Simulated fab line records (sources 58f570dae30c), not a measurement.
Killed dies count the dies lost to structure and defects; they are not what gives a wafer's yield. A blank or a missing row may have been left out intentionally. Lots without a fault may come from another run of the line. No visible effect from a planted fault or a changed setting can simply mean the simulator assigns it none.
Which tool was responsible? -- flow berkeleyCmos170 -- Sampling: 14 lots, 42 wafers, 4 of 331 route steps

## WHAT EACH GAUGE READ, for each wafer
UCB170_V2_THK_MEAS_04.
lot,measured,on,V2_POLISHED_THK (nm)
L679,day 6 19:12,filmMetro-01,998.2 1000.7 999.7
L680,day 7 12:11,filmMetro-03,1000.3 999.5 998.1
L681,day 7 12:29,filmMetro-04,998.9 997.6 998.7
L682,day 8 04:34,filmMetro-03,1002.6 1000.8 1000.4
L685,day 8 05:11,filmMetro-03,996.2 996.6 996.5
L686,day 8 12:09,filmMetro-04,998.6 998.1 998.1
L690,day 9 16:42,filmMetro-01,998.8 997.9 998.3
L693,day 10 14:44,filmMetro-03,998.9 997.8 998.6
L694,day 10 15:02,filmMetro-04,1001.2 1001.9 998.9
L695,day 11 01:45,filmMetro-03,999.9 999.6 998.9
L699,day 11 20:31,filmMetro-03,1001.6 1000.2 998.9
L700,day 12 06:14,filmMetro-04,1000.2 1001.1 999.7
L701,day 12 05:57,filmMetro-03,999.3 1000.2 999.5
L702,day 12 02:35,filmMetro-01,1000.3 999.7 998.1

UCB170_V2_CD_MEAS_12: target cd 700 nm.
lot,measured,on,cdNm (nm)
L679,day 6 20:35,cdSem-01,701.0 700.3 701.0
L680,day 7 13:20,cdSem-02,701.1 701.1 702.1
L681,day 7 13:58,cdSem-01,700.1 699.1 698.9
L682,day 8 05:49,cdSem-02,698.8 699.8 699.6
L685,day 8 06:34,cdSem-02,699.1 701.8 698.2
L686,day 8 13:26,cdSem-01,699.1 700.0 701.2
L690,day 9 18:16,cdSem-02,701.1 698.5 699.6
L693,day 10 15:49,cdSem-02,698.8 698.5 699.8
L694,day 10 16:22,cdSem-02,699.0 699.6 700.9
L695,day 11 05:55,cdSem-02,699.6 700.2 700.0
L699,day 11 21:44,cdSem-02,700.2 699.8 699.3
L700,day 12 07:50,cdSem-01,700.6 700.2 700.4
L701,day 12 07:24,cdSem-01,698.8 699.6 698.2
L702,day 12 04:25,cdSem-01,697.7 698.7 698.8

## EACH LOT AND THE TOOL THAT RAN IT (in order: tool; ch and the chambers of the sampled wafers; start)
lot,UCB170_ZERO_ETCH_06,UCB170_M2_ETCH_17
L679,"rieDiel-03 ch 0,1,3, day 1 16:59","rieDiel-02 ch 1,2,3, day 6 18:07"
L680,"rieDiel-01 ch 1,2,3, day 1 22:19","rieDiel-02 ch 1,2, day 7 11:05"
L681,"rieDiel-01 ch 0,1,3, day 2 02:08","rieDiel-01 ch 0,3, day 7 11:24"
L682,"rieDiel-01 ch 0,3, day 2 06:44","rieDiel-01 ch 1,2, day 8 03:26"
L685,"rieDiel-03 ch 0,1,2, day 2 23:07","rieDiel-01 ch 1,2, day 8 04:02"
L686,"rieDiel-01 ch 0,1,3, day 3 05:15","rieDiel-03 ch 0,2,3, day 8 10:58"
L690,"rieDiel-03 ch 0,2,3, day 4 01:19","rieDiel-01 ch 1,2,3, day 9 15:37"
L693,"rieDiel-03 ch 0,2,3, day 4 18:49","rieDiel-02 ch 0,2,3, day 10 13:39"
L694,"rieDiel-04 ch 0,1, day 4 22:04","rieDiel-03 ch 0,1, day 10 13:55"
L695,"rieDiel-01 ch 0,2,3, day 5 02:03","rieDiel-03 ch 0,2,3, day 11 00:31"
L699,"rieDiel-03 ch 0,1,2, day 5 22:19","rieDiel-03 ch 0,2, day 11 19:25"
L700,"rieDiel-01 ch 0,1,2, day 6 01:07","rieDiel-03 ch 2,3, day 12 04:59"
L701,"rieDiel-03 ch 1,2, day 6 07:33","rieDiel-01 ch 1,2,3, day 12 04:52"
L702,"rieDiel-03 ch 0,1,3, day 6 10:28","rieDiel-02 ch 1,2,3, day 12 01:25"
- UCB170_ZERO_ETCH_06: etches SiO2 in CHF3/CF4/Ar, time 12 s.
- UCB170_M2_ETCH_17: etches BARC in N2/H2.

## AS READ BY THE TOOLS THEMSELVES (means over the sampled wafers that have a number; for cases with no such wafer, the mark the record gives instead)
UCB170_ZERO_ETCH_06.
lot,tool,drypumpMotorCurrentA (A),oesProductAu (a.u.),throttleValvePct (%)
L679,rieDiel-03,6.1,0.611,9.24
L680,rieDiel-01,5.9,0.620,9.21
L681,rieDiel-01,6.1,0.611,9.35
L682,rieDiel-01,6.0,0.605,9.38
L685,rieDiel-03,6.4,0.607,9.32
L686,rieDiel-01,6.1,0.612,9.34
L690,rieDiel-03,6.3,0.607,9.27
L693,rieDiel-03,6.3,0.611,9.28
L694,rieDiel-04,6.1,0.603,9.14
L695,rieDiel-01,5.8,0.617,9.25
L699,rieDiel-03,6.4,0.603,9.33
L700,rieDiel-01,5.6,0.624,9.25
L701,rieDiel-03,6.3,0.605,9.36
L702,rieDiel-03,6.1,0.612,9.24

UCB170_M2_ETCH_17.
lot,tool,drypumpMotorCurrentA (A),oesProductAu (a.u.),throttleValvePct (%)
L679,rieDiel-02,5.5,1.02,13.15
L680,rieDiel-02,5.4,1.03,12.93
L681,rieDiel-01,6.0,0.97,13.50
L682,rieDiel-01,5.4,1.04,13.25
L685,rieDiel-01,5.4,1.04,13.24
L686,rieDiel-03,6.3,0.99,13.40
L690,rieDiel-01,5.9,1.03,13.37
L693,rieDiel-02,5.6,1.02,13.35
L694,rieDiel-03,6.1,0.96,13.52
L695,rieDiel-03,6.3,0.99,13.41
L699,rieDiel-03,6.7,0.97,13.46
L700,rieDiel-03,6.0,1.00,13.35
L701,rieDiel-01,5.9,1.02,13.37
L702,rieDiel-02,5.5,1.02,13.16

## THE ANSWER, worked out from the rows above alone
Rule: what is usual is taken from the lots themselves. Put in order of their means at a reading, lots are off if they are a third of the lots or fewer, leave a main group of 4 or more, and stand apart from it by a gap of 3 or more times the standard deviation of the main group's means; of several such gaps the widest counts. The tables above print the reading to a certain number of digits; a main group whose means all agree to those digits is not used. Also off: a lot with no number at a reading for which 4 or more lots have one. Any other lot the step has rows for is counted as sound. First the gauges in route order, then the tools' own readings, where a lot's mean is used as printed above. At the first step where some lot is off, the reading lying furthest off is the one used; lots without a number count as furthest.
No lot is off on any of the readings shown, so nothing can be concluded from this.

## WHAT THE SIMULATOR PUT IN
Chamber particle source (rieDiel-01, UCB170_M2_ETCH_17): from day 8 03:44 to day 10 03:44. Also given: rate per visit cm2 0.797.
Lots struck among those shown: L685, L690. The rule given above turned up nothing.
